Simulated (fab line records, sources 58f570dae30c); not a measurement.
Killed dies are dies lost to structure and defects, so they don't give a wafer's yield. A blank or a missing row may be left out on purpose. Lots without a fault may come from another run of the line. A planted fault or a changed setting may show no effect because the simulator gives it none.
Which tool did it? | flow berkeley_cmos170 | 7 lots, 21 wafers sampled, at 2 steps of a route of 331

WHAT THE GAUGES READ, wafer by wafer
UCB170_NVT_TW_MEAS_09.
lot  | measured     | on            | NVT_TW
L228 | day 7 05:35  | film_metro-01 | 514 514 516
L231 | day 7 13:29  | film_metro-03 | 525 525 527
L239 | day 8 19:56  | film_metro-03 | 526 526 526
L236 | day 8 20:08  | film_metro-04 | 530 529 527
L243 | day 9 17:31  | film_metro-04 | 529 530 528
L242 | day 9 17:16  | film_metro-01 | 562 564 563 561 563 564
L247 | day 10 10:07 | film_metro-04 | 527 526 526

WHICH TOOL RAN EACH LOT (tool, then ch and the chambers of the sampled wafers, then the start)
lot  | UCB170_NVT_IMPLANT_07
L228 | implanter-04 ch 0, day 7 05:20
L231 | implanter-04 ch 0, day 7 13:15
L239 | implanter-03 ch 0, day 8 19:42
L236 | implanter-04 ch 0, day 8 19:53
L243 | implanter-02 ch 0, day 9 17:16
L242 | implanter-03 ch 0, day 9 16:59
L247 | implanter-04 ch 0, day 10 09:54
- UCB170_NVT_IMPLANT_07

THE ANSWER, worked out from the rows above alone
Rule: what is usual is taken from the lots themselves. Put in order of their means at a reading, lots are off if they are a third of the lots or fewer, leave a main group of 4 or more, and stand apart from it by a gap of 3 or more times the standard deviation of the main group's means; of several such gaps the widest counts. A main group whose means are all the same, to the digits that the tables above print for the reading, isn't used. A lot without any number at a reading at which 4 lots or more have one is off too. The other lots that the step has rows for count as sound.
Off: L242, at UCB170_NVT_TW_MEAS_09 (NVT_TW). The main group: mean 525, standard deviation 4.8.
A tool fits if, at a process step before that reading, it ran every lot that is off, and no sound lot after the first of them. The gauges at UCB170_NVT_TW_MEAS_09 are tried like those tools. Can't be told from this: 2 tools fit, implanter-03 at UCB170_NVT_IMPLANT_07, film_metro-01 at UCB170_NVT_TW_MEAS_09.

WHAT THE SIMULATOR HAD PUT IN
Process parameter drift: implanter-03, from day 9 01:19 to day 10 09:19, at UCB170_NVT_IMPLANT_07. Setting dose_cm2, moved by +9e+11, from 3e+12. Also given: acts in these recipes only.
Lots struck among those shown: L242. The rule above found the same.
